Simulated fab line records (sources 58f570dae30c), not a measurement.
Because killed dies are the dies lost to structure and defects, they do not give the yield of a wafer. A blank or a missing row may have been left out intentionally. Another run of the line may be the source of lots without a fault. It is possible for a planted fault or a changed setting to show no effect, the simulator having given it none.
8D (eight disciplines) problem report, filled in by code    flow berkeley cmos170    the parts of the form that need people (team, actions taken, sign-off) are left out

1. THE PROBLEM
Wafers free of any fault read 522 (standard deviation 6) for NVT_TW at UCB170_NVT_TW_MEAS_09, against a mean of 578 on 6 wafers of 2 lots. That puts it +9.4 standard deviations away from the usual mean.
The first sign was on wafer L409.2 at day 8 04:40, on film metro-02. The record holds 42 wafers of 14 lots with a number at this step. The rule behind "out" and "out of limits": a value lying over 4 standard deviations away from the usual mean. Any other wafer with a number is counted as sound.

2. WHAT IT IS AND WHAT IT IS NOT
question                     is                            is not
which readings at this step  NVT_TW                        -
which lots                   L409, L411                    L401, L402, L403, L404, L405, L406, L407, L417, L418, L420, L423, L424
which wafers of those lots   all that have a number        -
read on which gauges         film metro-02, film metro-03  film metro-04
when                         from day 8 04:40              up to then (21 sound wafers); but 15 sound wafers of L417, L418, L420, L423, L424 came after

3. THE SUSPECTS, EACH WITH WHAT RULES IT OUT
Counting: a tool stays on the suspect list if, at a process step up to the reading, it processed all lots that are out and no sound lot following the first of them.
- ruled out: the gauge at UCB170_NVT_TW_MEAS_09. Those wafers that are out were read across 2 gauges (film metro-02, film metro-03).
- implanter-02 at UCB170_NVT_IMPLANT_07: ruled out as a lasting fault. After its first lot that is out, L409 (day 8 04:26), sound lots L423 ran on it.
Left after counting: nothing in the record.

4. THE CAUSE (what the simulator had put in)
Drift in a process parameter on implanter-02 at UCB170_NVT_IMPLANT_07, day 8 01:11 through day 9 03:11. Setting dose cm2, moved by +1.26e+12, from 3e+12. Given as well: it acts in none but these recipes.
The count ruled it out by mistake, since the rule takes a fault to strike every lot its tool runs from the start of the fault on, and this one did not do so.

5. THE EFFECT CHAIN, in route order
Each row: a reading where the mean over the struck wafers with a number is more than 3 standard deviations away from the usual. Only readings for which the record gives a usual standard deviation are gone through. hours: the time from each lot's start at the first step in this table that gives one to its start at this step, as a median over the lots. sigmas: the change in usual standard deviations.
hours  step                   reading             usual  on struck wafers  change  sigmas
0      UCB170_NVT_IMPLANT_07  dose ions cm2       3e+12  4e+12             +1e+12  +99 or more
0      UCB170_NVT_IMPLANT_07  faraday current uA  9.52   13.54             +4.03   +21
0      UCB170_NVT_TW_MEAS_09  NVT_TW              522    578               +56     +9.4
Its process steps:
- UCB170_NVT_IMPLANT_07
Later measuring or inspecting steps at which every struck wafer that the step has a row for has a number for every such reading, and none has moved that far: UCB170_FIELD_THK_MEAS_91.

6. HOW IT WOULD HAVE BEEN CAUGHT EARLIER
In this record the first reading out of limits at a measuring or inspecting step was taken at day 8 04:40, 3 hours after the fault began at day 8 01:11.
At UCB170_NVT_IMPLANT_07, the tool's own readings (dose ions cm2, faraday current uA) were out on each struck wafer the step has a row for, so an alarm limit on them would have fired on the first such wafer.
